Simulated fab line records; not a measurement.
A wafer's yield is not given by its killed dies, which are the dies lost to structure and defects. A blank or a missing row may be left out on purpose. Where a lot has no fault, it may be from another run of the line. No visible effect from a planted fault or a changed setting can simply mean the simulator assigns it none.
Chamber matching / flow berkeleyCmos170 / 4 sister chambers for UCB170_V1_CMP_02 on cmp-01
The step polishes SiO2. 14 wafers are shown with their chamber, then 7 later ones without.

== EACH WAFER AND ITS CHAMBER ==
wafer=L427.2; chamber=0; motorCurrentA (A)=13.2
wafer=L427.3; chamber=1; motorCurrentA (A)=20.6
wafer=L427.6; chamber=3; motorCurrentA (A)=18.0
wafer=L425.1; chamber=2; motorCurrentA (A)=15.2
wafer=L425.4; chamber=1; motorCurrentA (A)=19.3
wafer=L425.6; chamber=0; motorCurrentA (A)=13.6
wafer=L428.1; chamber=1; motorCurrentA (A)=19.9
wafer=L428.3; chamber=3; motorCurrentA (A)=17.7
wafer=L428.4; chamber=0; motorCurrentA (A)=13.9
wafer=L429.3; chamber=2; motorCurrentA (A)=15.6
wafer=L429.5; chamber=1; motorCurrentA (A)=18.9
wafer=L429.6; chamber=0; motorCurrentA (A)=13.8
wafer=L433.1; chamber=0; motorCurrentA (A)=13.3
wafer=L433.4; chamber=2; motorCurrentA (A)=15.2

SIGNATURES, as means of the wafers listed above
reading=motorCurrentA; chamber 0=13.560; chamber 1=19.675; chamber 2=15.333; chamber 3=17.850; scatter within a chamber=0.466
Rule: for each reading, subtract the chamber's mean from the wafer's reading, divide by that reading's scatter and square the result; add these up over the readings and take the root, which gives the wafer's distance from the chamber. If the next closest chamber is less than 2 further off than the closest, the wafer can't be placed; otherwise it belongs to the closest. The scatter is the square root of a quotient: the sum, over the shown wafers, of each reading's squared deviation from its chamber's mean, divided by wafers minus chambers.

== WAFERS WITH NO CHAMBER GIVEN ==
wafer=L433.5; motorCurrentA (A)=15.5
wafer=L447.1; motorCurrentA (A)=19.2
wafer=L447.3; motorCurrentA (A)=14.9
wafer=L447.5; motorCurrentA (A)=17.9
wafer=L448.1; motorCurrentA (A)=20.2
wafer=L448.4; motorCurrentA (A)=18.1
wafer=L448.5; motorCurrentA (A)=19.4

== WHICH CHAMBER EACH WENT THROUGH ==
wafer=L433.5; from the rows above=2; in truth=2
wafer=L447.1; from the rows above=can't be placed: 1 or 3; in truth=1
wafer=L447.3; from the rows above=can't be placed: 2 or 0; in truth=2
wafer=L447.5; from the rows above=3; in truth=3
wafer=L448.1; from the rows above=1; in truth=1
wafer=L448.4; from the rows above=3; in truth=3
wafer=L448.5; from the rows above=1; in truth=1
Correct placement for 5 of the 7. From these rows, 2 cannot be placed; in 2 the true chamber is one of the candidates. Placed wrongly: 0.
